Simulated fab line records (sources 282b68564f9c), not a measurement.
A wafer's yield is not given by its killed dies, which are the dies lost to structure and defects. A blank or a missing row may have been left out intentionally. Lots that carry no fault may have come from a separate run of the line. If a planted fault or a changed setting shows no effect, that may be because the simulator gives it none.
fab line records + flow rit_cmos
record
- lots=14
- wafers=42
- last_day=7
route steps=202 shown ACTIVE@3 PWELL@52 PRETRO@73 M1@202
lots that met no fault: from a run of the same line without faults
start_h: hours from the record's first day to the start of the lot's first wafer shown + wait_h: how many hours have passed since the lot's step before this one + " identical to the entry in the row above + L1.1+2: one row covering several wafers at once + - value missing, or start not given + * or withheld: withheld + < > ~ a bound
route shown NAME@n: a module of which the file shows steps, and the number in the route of the first + usual: mean and standard deviation over wafers with no fault + same: alike in all rows + chamber/n: place in a boat + sites: the reading at each site + _std_site: their standard deviation + _edge_site: the outer-site mean with the inner-site mean subtracted + radius_mm: for every site, how far away it sits from the centre of the wafer + mask NAME#n: copy n + behind: the tool/chamber that last shaped the wafer + hold: cause of the lot's hold/its duration in hours/its outcome + device: the transistor (n, p or np) that didn't switch + end of line: tests run on the same wafers once the route is complete + a step with no rows: only its recipe + killed: not the wafer's yield, but the dies lost to structure and defects at the first sort + map: dies across one wafer; x = killed, . = not, _ = none there
set.NAME: the setting the step ran with; set.NAME@STEP: the setting that earlier step ran with + model.NAME: the simulator's own value behind a step, which no gauge read
a sample of lots followed through the steps of the route, with each step as a table and each wafer as a row
services: a tool's chamber out of use, with start hour (start_h, from the record's first day; less than 0 if before it), hours out, and reason
## steps
# step RIT_ACTIVE_THK_MEAS_02
# recipe
- reads=SiO2_of_ACTIVE_OXIDATION_01
# usual
- ACTIVE_OXIDE_THK=46.9/0.76
| lot.wafer | tool          | chamber | start_h | wait_h | ACTIVE_OXIDE_THK[nm] |
|-----------|---------------|---------|---------|--------|----------------------|
| L636.1    | film_metro-01 | -       | 17.05   | 0.0    | 47.3                 |
| L636.2    | "             | -       | "       | "      | 47.6                 |
| L636.4    | "             | -       | "       | "      | 47.5                 |
| L638.2    | film_metro-03 | -       | 28.40   | 0.0    | 47.5                 |
| L638.3    | "             | -       | "       | "      | 47.2                 |
| L638.5    | "             | -       | "       | "      | 46.7                 |
| L639.1    | film_metro-02 | -       | 32.70   | 0.0    | 46.5                 |
| L639.3    | "             | -       | "       | "      | 45.7                 |
| L639.6    | "             | -       | "       | "      | 46.3                 |
| L640.3    | film_metro-02 | -       | 38.21   | 0.0    | 47.0                 |
| L640.4    | "             | -       | "       | "      | 46.9                 |
| L640.5    | "             | -       | "       | "      | 46.7                 |
| L642.1    | film_metro-03 | -       | 47.71   | 0.0    | 47.5                 |
| L642.4    | "             | -       | "       | "      | 48.6                 |
| L642.6    | "             | -       | "       | "      | 47.3                 |
| L643.2    | film_metro-01 | -       | 52.12   | 0.0    | 45.4                 |
| L643.4    | "             | -       | "       | "      | 44.9                 |
| L643.5    | "             | -       | "       | "      | 45.9                 |
| L649.1    | film_metro-02 | -       | 82.67   | 0.0    | 47.3                 |
| L649.2    | "             | -       | "       | "      | 47.1                 |
| L649.6    | "             | -       | "       | "      | 47.9                 |
| L652.2    | film_metro-02 | -       | 98.94   | 0.0    | 46.9                 |
| L652.3    | "             | -       | "       | "      | 46.8                 |
| L652.6    | "             | -       | "       | "      | 47.2                 |
| L653.2    | film_metro-01 | -       | 102.38  | 0.0    | 46.7                 |
| L653.5    | "             | -       | "       | "      | 46.5                 |
| L653.6    | "             | -       | "       | "      | 47.7                 |
| L654.2    | film_metro-01 | -       | 110.90  | 0.0    | 46.0                 |
| L654.3    | "             | -       | "       | "      | 46.5                 |
| L654.4    | "             | -       | "       | "      | 46.0                 |
| L655.1    | film_metro-01 | -       | 112.07  | 0.0    | 47.5                 |
| L655.5    | "             | -       | "       | "      | 47.4                 |
| L655.6    | "             | -       | "       | "      | 47.4                 |
| L656.1    | film_metro-02 | -       | 117.96  | 0.0    | 45.5                 |
| L656.3    | "             | -       | "       | "      | 45.5                 |
| L656.4    | "             | -       | "       | "      | 46.6                 |
| L657.2    | film_metro-02 | -       | 123.71  | 0.0    | 47.1                 |
| L657.4    | "             | -       | "       | "      | 46.9                 |
| L657.6    | "             | -       | "       | "      | 47.2                 |
| L658.3    | film_metro-03 | -       | 127.07  | 0.0    | 45.8                 |
| L658.5    | "             | -       | "       | "      | 45.9                 |
| L658.6    | "             | -       | "       | "      | 46.0                 |
# step RIT_WELLDRIVE_RS_MEAS_02
# recipe
- thk_meas_gauge=four-point-probe
# usual
- PWELL_RS=429.6/1.4
| lot.wafer | tool          | chamber | start_h | wait_h | PWELL_RS[ohm/sq] |
|-----------|---------------|---------|---------|--------|------------------|
| L636.1    | film_metro-03 | -       | 39.22   | 0.1    | 428.3            |
| L636.2    | "             | -       | "       | "      | 428.9            |
| L636.4    | "             | -       | "       | "      | 429.3            |
| L638.2    | film_metro-04 | -       | 47.67   | 0.1    | 429.9            |
| L638.3    | "             | -       | "       | "      | 429.5            |
| L638.5    | "             | -       | "       | "      | 429.5            |
| L639.1    | film_metro-01 | -       | 52.92   | 0.1    | 427.5            |
| L639.3    | "             | -       | "       | "      | 428.6            |
| L639.6    | "             | -       | "       | "      | 428.5            |
| L640.3    | film_metro-03 | -       | 57.35   | 0.1    | 427.4            |
| L640.4    | "             | -       | "       | "      | 426.7            |
| L640.5    | "             | -       | "       | "      | 427.3            |
| L642.1    | film_metro-01 | -       | 66.10   | 0.1    | 429.3            |
| L642.4    | "             | -       | "       | "      | 430.8            |
| L642.6    | "             | -       | "       | "      | 431.6            |
| L643.2    | film_metro-03 | -       | 70.30   | 0.1    | 428.5            |
| L643.4    | "             | -       | "       | "      | 429.4            |
| L643.5    | "             | -       | "       | "      | 427.1            |
| L649.1    | film_metro-04 | -       | 100.31  | 0.1    | 430.7            |
| L649.2    | "             | -       | "       | "      | 429.5            |
| L649.6    | "             | -       | "       | "      | 431.0            |
| L652.2    | film_metro-03 | -       | 119.28  | 0.1    | 427.6            |
| L652.3    | "             | -       | "       | "      | 427.6            |
| L652.6    | "             | -       | "       | "      | 426.5            |
| L653.2    | film_metro-03 | -       | 124.37  | 0.1    | 427.6            |
| L653.5    | "             | -       | "       | "      | 428.7            |
| L653.6    | "             | -       | "       | "      | 427.1            |
| L654.2    | film_metro-04 | -       | 130.04  | 0.1    | 432.2            |
| L654.3    | "             | -       | "       | "      | 430.5            |
| L654.4    | "             | -       | "       | "      | 430.6            |
| L655.1    | film_metro-01 | -       | 131.15  | 0.1    | 431.9            |
| L655.5    | "             | -       | "       | "      | 430.2            |
| L655.6    | "             | -       | "       | "      | 429.6            |
| L656.1    | film_metro-01 | -       | 135.10  | 0.1    | 429.8            |
| L656.3    | "             | -       | "       | "      | 429.8            |
| L656.4    | "             | -       | "       | "      | 430.0            |
| L657.2    | film_metro-04 | -       | 141.33  | 0.1    | 429.7            |
| L657.4    | "             | -       | "       | "      | 430.6            |
| L657.6    | "             | -       | "       | "      | 432.5            |
| L658.3    | film_metro-04 | -       | 147.51  | 0.1    | 429.4            |
| L658.5    | "             | -       | "       | "      | 429.3            |
| L658.6    | "             | -       | "       | "      | 428.9            |
# step RIT_PRETRO_STRIP_09
# recipe
- chemistry=O2
- time_s=180
- resist=NOVOLAK
- platen_temp_c=withheld
- power_w=500
- pressure_mtorr=4000
- o2_flow_sccm=4000
# usual
- chamber_pressure_mTorr=4000/3.8
- drypump_motor_current_A=5.9/0.3
- rf_refl_power_W=6.6/1.5
| lot.wafer | tool            | chamber | start_h | wait_h | chamber_pressure_mTorr | drypump_motor_current_A | rf_hours_counter_h | rf_refl_power_W |
|-----------|-----------------|---------|---------|--------|------------------------|-------------------------|--------------------|-----------------|
| L636.1    | plasma_asher-01 | 0       | 42.46   | 0.1    | 3995                   | 5.6                     | 40                 | 6.9             |
| L636.2    | "               | 1       | "       | "      | 3997                   | 6.3                     | 40                 | 6.5             |
| L636.4    | "               | 1       | "       | "      | 4003                   | 6.4                     | -                  | 6.6             |
| L638.2    | plasma_asher-03 | 1       | 50.97   | 0.1    | 4006                   | 6.2                     | 39                 | 6.5             |
| L638.3    | "               | 0       | "       | "      | 3998                   | 5.9                     | -                  | 8.7             |
| L638.5    | "               | 0       | "       | "      | 3998                   | 5.9                     | -                  | 8.8             |
| L639.1    | plasma_asher-03 | 1       | 56.10   | 0.1    | 3994                   | 6.1                     | 40                 | 6.9             |
| L639.3    | "               | 0       | "       | "      | 4000                   | 5.9                     | -                  | 8.8             |
| L639.6    | "               | 0       | "       | "      | 3997                   | 5.9                     | -                  | 8.8             |
| L640.3    | plasma_asher-01 | 0       | 60.47   | 0.1    | 3995                   | 5.7                     | -                  | 6.5             |
| L640.4    | "               | 1       | "       | "      | 4006                   | 6.3                     | -                  | 6.6             |
| L640.5    | "               | 0       | "       | "      | 4000                   | 5.7                     | -                  | 6.7             |
| L642.1    | plasma_asher-03 | 1       | 69.21   | 0.1    | -                      | -                       | -                  | -               |
| L642.4    | "               | 0       | "       | "      | -                      | -                       | -                  | -               |
| L642.6    | "               | 0       | "       | "      | -                      | -                       | -                  | -               |
| L643.2    | plasma_asher-04 | 1       | 73.39   | 0.1    | -                      | -                       | -                  | -               |
| L643.4    | "               | 0       | "       | "      | -                      | -                       | -                  | -               |
| L643.5    | "               | 0       | "       | "      | -                      | -                       | -                  | -               |
| L649.1    | plasma_asher-01 | 1       | 103.54  | 0.1    | 4005                   | 6.4                     | 44                 | 6.8             |
| L649.2    | "               | 0       | "       | "      | 4000                   | 5.6                     | 44                 | 6.8             |
| L649.6    | "               | 1       | "       | "      | 3999                   | 6.4                     | -                  | 6.7             |
| L652.2    | plasma_asher-01 | 1       | 122.25  | 0.1    | 3999                   | 6.4                     | 47                 | 6.7             |
| L652.3    | "               | 0       | "       | "      | 4005                   | 5.7                     | -                  | 6.6             |
| L652.6    | "               | 1       | "       | "      | 4001                   | 6.3                     | -                  | 6.5             |
| L653.2    | plasma_asher-01 | 1       | 127.44  | 0.1    | 4001                   | 6.4                     | 47                 | 6.5             |
| L653.5    | "               | 0       | "       | "      | 4000                   | 5.7                     | -                  | 6.6             |
| L653.6    | "               | 1       | "       | "      | 4004                   | 6.4                     | -                  | 6.5             |
| L654.2    | plasma_asher-01 | 0       | 133.13  | 0.1    | 3995                   | 5.6                     | 48                 | 6.7             |
| L654.3    | "               | 0       | "       | "      | 4001                   | 5.7                     | -                  | 6.9             |
| L654.4    | "               | 1       | "       | "      | 4001                   | 6.4                     | -                  | 6.6             |
| L655.1    | plasma_asher-01 | 1       | 134.26  | 0.1    | 4005                   | 6.4                     | 49                 | 6.6             |
| L655.5    | "               | 1       | "       | "      | 3997                   | 6.4                     | -                  | 6.6             |
| L655.6    | "               | 0       | "       | "      | 4001                   | 5.7                     | -                  | 6.6             |
| L656.1    | plasma_asher-01 | 0       | 138.32  | 0.1    | 3997                   | 5.6                     | 50                 | 6.6             |
| L656.3    | "               | 0       | "       | "      | 4002                   | 5.6                     | -                  | 6.6             |
| L656.4    | "               | 1       | "       | "      | 4005                   | 6.3                     | -                  | 6.4             |
| L657.2    | plasma_asher-03 | 0       | 144.42  | 0.1    | 3995                   | 5.9                     | 50                 | 8.8             |
| L657.4    | "               | 0       | "       | "      | 4001                   | 5.9                     | -                  | 9.0             |
| L657.6    | "               | 0       | "       | "      | 4001                   | 5.9                     | -                  | 8.6             |
| L658.3    | plasma_asher-03 | 0       | 150.76  | 0.1    | 3997                   | 5.9                     | -                  | 8.7             |
| L658.5    | "               | 0       | "       | "      | 4002                   | 5.9                     | -                  | 8.7             |
| L658.6    | "               | 1       | "       | "      | 3995                   | 6.1                     | -                  | 7.0             |
# step RIT_PRETRO_TW_MEAS_10
# usual
- PRETRO_TW=475/3.6
| lot.wafer | tool          | chamber | start_h | wait_h | PRETRO_TW |
|-----------|---------------|---------|---------|--------|-----------|
| L636.1    | film_metro-01 | -       | 42.63   | 0.1    | 472       |
| L636.2    | "             | -       | "       | "      | 468       |
| L636.4    | "             | -       | "       | "      | 469       |
| L638.2    | film_metro-01 | -       | 51.16   | 0.1    | 472       |
| L638.3    | "             | -       | "       | "      | 470       |
| L638.5    | "             | -       | "       | "      | 471       |
| L639.1    | film_metro-01 | -       | 56.27   | 0.1    | 473       |
| L639.3    | "             | -       | "       | "      | 472       |
| L639.6    | "             | -       | "       | "      | 472       |
| L640.3    | film_metro-02 | -       | 60.61   | 0.1    | 479       |
| L640.4    | "             | -       | "       | "      | 481       |
| L640.5    | "             | -       | "       | "      | 479       |
| L642.1    | film_metro-01 | -       | 69.39   | 0.1    | 472       |
| L642.4    | "             | -       | "       | "      | 472       |
| L642.6    | "             | -       | "       | "      | 471       |
| L643.2    | film_metro-04 | -       | 73.57   | 0.1    | 480       |
| L643.4    | "             | -       | "       | "      | 481       |
| L643.5    | "             | -       | "       | "      | 480       |
| L649.1    | film_metro-02 | -       | 103.72  | 0.1    | 474       |
| L649.2    | "             | -       | "       | "      | 474       |
| L649.6    | "             | -       | "       | "      | 476       |
| L652.2    | film_metro-04 | -       | 122.44  | 0.1    | 478       |
| L652.3    | "             | -       | "       | "      | 481       |
| L652.6    | "             | -       | "       | "      | 478       |
| L653.2    | film_metro-02 | -       | 127.63  | 0.1    | 478       |
| L653.5    | "             | -       | "       | "      | 473       |
| L653.6    | "             | -       | "       | "      | 477       |
| L654.2    | film_metro-04 | -       | 133.31  | 0.1    | 479       |
| L654.3    | "             | -       | "       | "      | 479       |
| L654.4    | "             | -       | "       | "      | 478       |
| L655.1    | film_metro-02 | -       | 134.44  | 0.1    | 476       |
| L655.5    | "             | -       | "       | "      | 474       |
| L655.6    | "             | -       | "       | "      | 472       |
| L656.1    | film_metro-01 | -       | 138.50  | 0.1    | 475       |
| L656.3    | "             | -       | "       | "      | 475       |
| L656.4    | "             | -       | "       | "      | 474       |
| L657.2    | film_metro-01 | -       | 144.60  | 0.1    | 475       |
| L657.4    | "             | -       | "       | "      | 474       |
| L657.6    | "             | -       | "       | "      | 471       |
| L658.3    | film_metro-01 | -       | 150.90  | 0.1    | 477       |
| L658.5    | "             | -       | "       | "      | 473       |
| L658.6    | "             | -       | "       | "      | 473       |
# step RIT_M1_PROBE_99
# usual
- killed_at_contacts=0.1/0.25
- killed_at_front_end=6.8/2.9
- killed_dies=6.9/2.9
- killed_on_rim=1.7/1.3
- killed_open=3.3/1.9
- killed_short=3.6/1.9
# same
- gross_dies=264
- killed_at_M0_to_M3=0
- killed_at_M4_up=0
- killed_at_back_side=0
- killed_at_other=0
| lot.wafer | tool      | chamber | start_h | wait_h | hold                   | killed_at_contacts | killed_at_front_end | killed_dies | killed_on_rim | killed_open | killed_short |
|-----------|-----------|---------|---------|--------|------------------------|--------------------|---------------------|-------------|---------------|-------------|--------------|
| L636.1    | prober-01 | -       | 70.80   | 0.1    | -                      | 0                  | 10                  | 10          | 1             | 5           | 5            |
| L636.2    | prober-01 | -       | 70.85   | 0.1    | -                      | 0                  | 4                   | 4           | 0             | 1           | 3            |
| L636.4    | prober-01 | -       | 70.95   | 0.2    | -                      | 0                  | 5                   | 5           | 0             | 2           | 3            |
| L638.2    | prober-01 | -       | 82.39   | 0.1    | -                      | 0                  | 11                  | 11          | 3             | 3           | 8            |
| L638.3    | prober-01 | -       | 82.44   | 0.2    | -                      | 0                  | 7                   | 7           | 1             | 2           | 5            |
| L638.5    | prober-01 | -       | 82.54   | 0.2    | -                      | 0                  | 8                   | 8           | 2             | 6           | 2            |
| L639.1    | prober-02 | -       | 85.55   | 0.1    | -                      | 0                  | 6                   | 6           | 2             | 4           | 2            |
| L639.3    | prober-02 | -       | 85.65   | 0.2    | -                      | 0                  | 3                   | 3           | 1             | 2           | 1            |
| L639.6    | prober-02 | -       | 85.80   | 0.2    | -                      | 0                  | 2                   | 2           | 1             | 2           | 0            |
| L640.3    | prober-01 | -       | 89.52   | 0.2    | -                      | 1                  | 12                  | 13          | 3             | 6           | 7            |
| L640.4    | prober-01 | -       | 89.57   | 0.2    | -                      | 0                  | 8                   | 8           | 2             | 2           | 6            |
| L640.5    | prober-01 | -       | 89.62   | 0.2    | -                      | 0                  | 9                   | 9           | 3             | 5           | 4            |
| L642.1    | prober-02 | -       | 99.59   | 2.2    | await_dispo/2.9h/scrap | 0                  | 264                 | 264         | 70            | 1           | 6            |
| L642.4    | prober-02 | -       | 99.74   | 2.3    | await_dispo/2.9h/scrap | 0                  | 264                 | 264         | 70            | 4           | 2            |
| L642.6    | prober-02 | -       | 99.84   | 2.3    | await_dispo/2.9h/scrap | 0                  | 264                 | 264         | 70            | 8           | 7            |
| L643.2    | prober-02 | -       | 105.57  | 3.2    | await_dispo/1.6h/scrap | 0                  | 264                 | 264         | 70            | 4           | 4            |
| L643.4    | prober-02 | -       | 105.67  | 3.2    | await_dispo/1.6h/scrap | 0                  | 264                 | 264         | 70            | 0           | 2            |
| L643.5    | prober-02 | -       | 105.72  | 3.3    | await_dispo/1.6h/scrap | 0                  | 264                 | 264         | 70            | 1           | 3            |
| L649.1    | prober-01 | -       | 133.26  | 0.1    | -                      | 0                  | 4                   | 4           | 3             | 2           | 2            |
| L649.2    | prober-01 | -       | 133.31  | 0.1    | -                      | 0                  | 6                   | 6           | 1             | 3           | 3            |
| L649.6    | prober-01 | -       | 133.51  | 0.2    | -                      | 0                  | 13                  | 13          | 4             | 8           | 5            |
| L652.2    | prober-02 | -       | 150.09  | 0.1    | -                      | 0                  | 6                   | 6           | 2             | 2           | 4            |
| L652.3    | prober-02 | -       | 150.14  | 0.2    | -                      | 0                  | 5                   | 5           | 0             | 1           | 4            |
| L652.6    | prober-02 | -       | 150.29  | 0.2    | -                      | 0                  | 4                   | 4           | 1             | 2           | 2            |
| L653.2    | prober-01 | -       | 157.71  | 0.1    | -                      | 0                  | 6                   | 6           | 1             | 4           | 2            |
| L653.5    | prober-01 | -       | 157.86  | 0.2    | -                      | 0                  | 5                   | 5           | 2             | 4           | 1            |
| L653.6    | prober-01 | -       | 157.91  | 0.2    | -                      | 0                  | 5                   | 5           | 3             | 2           | 3            |
| L654.2    | prober-02 | -       | 160.27  | 0.1    | -                      | 0                  | 8                   | 8           | 4             | 3           | 5            |
| L654.3    | prober-02 | -       | 160.32  | 0.2    | -                      | 0                  | 5                   | 5           | 2             | 2           | 3            |
| L654.4    | prober-02 | -       | 160.37  | 0.2    | -                      | 0                  | 4                   | 4           | 2             | 3           | 1            |
| L655.1    | prober-01 | -       | 164.25  | 0.1    | -                      | 0                  | 4                   | 4           | 2             | 2           | 2            |
| L655.5    | prober-01 | -       | 164.45  | 0.2    | -                      | 0                  | 8                   | 8           | 2             | 3           | 5            |
| L655.6    | prober-01 | -       | 164.50  | 0.2    | -                      | 0                  | 3                   | 3           | 1             | 1           | 2            |
| L656.1    | prober-02 | -       | 167.89  | 0.1    | -                      | 0                  | 12                  | 12          | 5             | 9           | 3            |
| L656.3    | prober-02 | -       | 167.99  | 0.2    | -                      | 0                  | 6                   | 6           | 3             | 2           | 4            |
| L656.4    | prober-02 | -       | 168.04  | 0.2    | -                      | 0                  | 7                   | 7           | 2             | 2           | 5            |
| L657.2    | prober-01 | -       | 172.61  | 0.1    | -                      | 0                  | 12                  | 12          | 3             | 7           | 5            |
| L657.4    | prober-01 | -       | 172.71  | 0.2    | -                      | 0                  | 8                   | 8           | 3             | 1           | 7            |
| L657.6    | prober-01 | -       | 172.81  | 0.2    | -                      | 0                  | 12                  | 12          | 3             | 3           | 9            |
| L658.3    | prober-02 | -       | 178.38  | 0.2    | -                      | 1                  | 12                  | 13          | 2             | 6           | 7            |
| L658.5    | prober-02 | -       | 178.48  | 0.2    | -                      | 0                  | 12                  | 12          | 2             | 6           | 6            |
| L658.6    | prober-02 | -       | 178.53  | 0.2    | -                      | 1                  | 4                   | 5           | 2             | 3           | 2            |
# killed by level:class
L636.1 GATE:geometric_particle:open=3 GATE:geometric_particle:short=2 REOX:geometric_particle:open=2 FOX2:geometric_particle:short=1 SPACER:geometric_particle:short=1 SILICIDE:geometric_particle:short=1
L636.2 FOX1:geometric_particle:short=2 REOX:geometric_particle:open=1 SILICIDE:geometric_particle:short=1
L636.4 FOX2:geometric_particle:short=2 GATE:geometric_particle:open=1 REOX:geometric_particle:short=1 REOX:geometric_particle:open=1
L638.2 GATE:geometric_particle:short=4 SPACER:geometric_particle:short=2 FOX1:geometric_particle:open=1 GATE:geometric_particle:open=1 REOX:geometric_particle:open=1 REOX:geometric_particle:short=1 SILICIDE:geometric_particle:short=1
L638.3 REOX:geometric_particle:short=2 GATE:geometric_particle:short=1 FOX2:geometric_particle:open=1 SPACER:geometric_particle:open=1 SPACER:geometric_particle:short=1 SILICIDE:geometric_particle:short=1
L638.5 GATE:geometric_particle:open=5 GATE:geometric_particle:short=2 FOX1:geometric_particle:open=1
L639.1 GATE:geometric_particle:open=2 FOX1:geometric_particle:open=1 GATE:geometric_particle:short=1 REOX:geometric_particle:open=1 SILICIDE:geometric_particle:short=1
L639.3 FOX1:geometric_particle:open=2 SPACER:geometric_particle:short=1
L639.6 GATE:geometric_particle:open=1 SILICIDE:geometric_particle:open=1
L640.3 GATE:geometric_particle:open=4 GATE:geometric_particle:short=4 FOX2:geometric_particle:short=2 REOX:geometric_particle:open=2 CONTACT:geometric_particle:short=1
L640.4 GATE:geometric_particle:short=3 FOX1:geometric_particle:short=1 GATE:geometric_particle:open=1 SPACER:geometric_particle:short=1 SPACER:geometric_particle:open=1 SILICIDE:geometric_particle:short=1
L640.5 FOX2:geometric_particle:open=2 FOX2:geometric_particle:short=1 GATE:geometric_particle:short=1 REOX:geometric_particle:short=1 REOX:geometric_particle:open=1 SPACER:geometric_particle:open=1 SILICIDE:geometric_particle:open=1 SILICIDE:geometric_particle:short=1
L642.1 GATE:area_oxidation=257 GATE:geometric_particle:short=2 SPACER:geometric_particle:short=2 FOX1:geometric_particle:short=1 GATE:geometric_particle:open=1 REOX:geometric_particle:short=1
L642.4 GATE:area_oxidation=258 FOX1:geometric_particle:open=2 FOX1:geometric_particle:short=1 GATE:geometric_particle:open=1 GATE:geometric_particle:short=1 REOX:geometric_particle:open=1
L642.6 GATE:area_oxidation=249 GATE:geometric_particle:short=4 FOX1:geometric_particle:open=2 FOX1:geometric_particle:short=2 GATE:geometric_particle:open=2 REOX:geometric_particle:open=2 SPACER:geometric_particle:open=2 SPACER:geometric_particle:short=1
L643.2 GATE:area_oxidation=256 GATE:geometric_particle:open=3 GATE:geometric_particle:short=3 REOX:geometric_particle:open=1 SILICIDE:geometric_particle:short=1
L643.4 GATE:area_oxidation=262 FOX2:geometric_particle:short=1 GATE:geometric_particle:short=1
L643.5 GATE:area_oxidation=260 REOX:geometric_particle:short=2 GATE:geometric_particle:open=1 GATE:geometric_particle:short=1
L649.1 GATE:geometric_particle:short=2 REOX:geometric_particle:open=1 SILICIDE:geometric_particle:open=1
L649.2 REOX:geometric_particle:short=2 REOX:geometric_particle:open=2 FOX2:geometric_particle:open=1 SILICIDE:geometric_particle:short=1
L649.6 REOX:geometric_particle:open=5 GATE:geometric_particle:open=3 FOX2:geometric_particle:short=1 GATE:geometric_particle:short=1 REOX:geometric_particle:short=1 SPACER:geometric_particle:short=1 SILICIDE:geometric_particle:short=1
L652.2 FOX2:geometric_particle:short=2 FOX1:geometric_particle:open=1 FOX1:geometric_particle:short=1 GATE:geometric_particle:short=1 GATE:geometric_particle:open=1
L652.3 GATE:geometric_particle:short=4 SILICIDE:geometric_particle:open=1
L652.6 FOX1:geometric_particle:short=1 FOX1:geometric_particle:open=1 GATE:geometric_particle:open=1 REOX:geometric_particle:short=1
L653.2 FOX2:geometric_particle:open=2 FOX1:geometric_particle:open=1 GATE:geometric_particle:open=1 GATE:geometric_particle:short=1 SPACER:geometric_particle:short=1
L653.5 GATE:geometric_particle:open=3 FOX1:geometric_particle:short=1 SPACER:geometric_particle:open=1
L653.6 FOX1:geometric_particle:short=2 FOX1:geometric_particle:open=2 FOX2:geometric_particle:short=1
L654.2 GATE:geometric_particle:short=4 GATE:geometric_particle:open=3 SPACER:geometric_particle:short=1
L654.3 GATE:geometric_particle:short=2 FOX1:geometric_particle:open=1 FOX2:geometric_particle:short=1 GATE:geometric_particle:open=1
L654.4 GATE:geometric_particle:open=3 GATE:geometric_particle:short=1
L655.1 FOX1:geometric_particle:open=1 GATE:geometric_particle:short=1 REOX:geometric_particle:open=1 REOX:geometric_particle:short=1
L655.5 REOX:geometric_particle:open=3 GATE:geometric_particle:short=2 REOX:geometric_particle:short=2 FOX2:geometric_particle:short=1
L655.6 GATE:geometric_particle:short=1 GATE:geometric_particle:open=1 SPACER:geometric_particle:short=1
L656.1 GATE:geometric_particle:open=5 GATE:geometric_particle:short=2 FOX1:geometric_particle:open=1 FOX2:geometric_particle:open=1 REOX:geometric_particle:short=1 REOX:geometric_particle:open=1 SILICIDE:geometric_particle:open=1
L656.3 GATE:geometric_particle:short=2 REOX:geometric_particle:short=1 REOX:geometric_particle:open=1 SPACER:geometric_particle:open=1 SILICIDE:geometric_particle:short=1
L656.4 GATE:geometric_particle:short=4 GATE:geometric_particle:open=1 SPACER:geometric_particle:open=1 SPACER:geometric_particle:short=1
L657.2 GATE:geometric_particle:open=2 GATE:geometric_particle:short=2 REOX:geometric_particle:open=2 FOX1:geometric_particle:open=1 FOX1:geometric_particle:short=1 FOX2:geometric_particle:open=1 FOX2:geometric_particle:short=1 SPACER:geometric_particle:open=1
L657.4 FOX2:geometric_particle:short=3 SPACER:geometric_particle:short=3 REOX:geometric_particle:short=1 REOX:geometric_particle:open=1
L657.6 GATE:geometric_particle:short=3 SILICIDE:geometric_particle:short=3 FOX1:geometric_particle:short=1 FOX2:geometric_particle:open=1 FOX2:geometric_particle:short=1 GATE:geometric_particle:open=1 REOX:geometric_particle:open=1 REOX:geometric_particle:short=1
L658.3 GATE:geometric_particle:open=4 GATE:geometric_particle:short=4 FOX1:geometric_particle:open=1 REOX:geometric_particle:open=1 REOX:geometric_particle:short=1 SPACER:geometric_particle:short=1 CONTACT:geometric_particle:short=1
L658.5 GATE:geometric_particle:open=4 GATE:geometric_particle:short=3 FOX1:geometric_particle:short=1 FOX1:geometric_particle:open=1 REOX:geometric_particle:open=1 REOX:geometric_particle:short=1 SPACER:geometric_particle:short=1
L658.6 FOX1:geometric_particle:open=1 GATE:geometric_particle:short=1 REOX:geometric_particle:short=1 SPACER:geometric_particle:open=1 CONTACT:geometric_particle:open=1
## services
| tool            | chamber | start_h | hours | kind   |
|-----------------|---------|---------|-------|--------|
| plasma_asher-01 | -       | 37.51   | 3.4   | repair |
| plasma_asher-01 | -       | 48.61   | 8.9   | repair |
| plasma_asher-01 | -       | 74.01   | 19.3  | repair |
| plasma_asher-03 | -       | 128.34  | 14.6  | pm     |
## key
first_sign
- step=RIT_PRETRO_STRIP_09
- reading=tool_record
- direction=missing
effect
- step=RIT_M1_PROBE_99
- reading=killed_at_front_end
- direction=up
- sigmas=89
- usual=6.8
- struck=264
more_kills_born_at
- RIT_GATE_OXIDATION_05@furnace-01=1542
met_at RIT_PRETRO_STRIP_09
struck_lots L642,L643
later_rows_left_out L642.1,L642.4,L642.6,L643.2,L643.4,L643.5
tester_left_out L642,L643
not_acting_at RIT_ACTIVE_THK_MEAS_02,RIT_WELLDRIVE_RS_MEAS_02,RIT_PRETRO_TW_MEAS_10
onset_between 56.10 69.21
fault
- kind=skipped_step_whole
- tool=plasma_asher-03,plasma_asher-04
- chamber=-
- onset_h=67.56
- steps=RIT_PRETRO_STRIP_09
- scope=struck_lots_only
# tester_left_out: of these lots the tester's yield and bins aren't shown, on N5 and GAA mostly nor the transistor test; their killed dies are dies lost to structure and defects alone, not to doping, threshold or leakage, so they don't give the yield
# later_rows_left_out: the simulator's readings of these wafers behind a module that went badly wrong aren't trusted and aren't shown, but for the sort
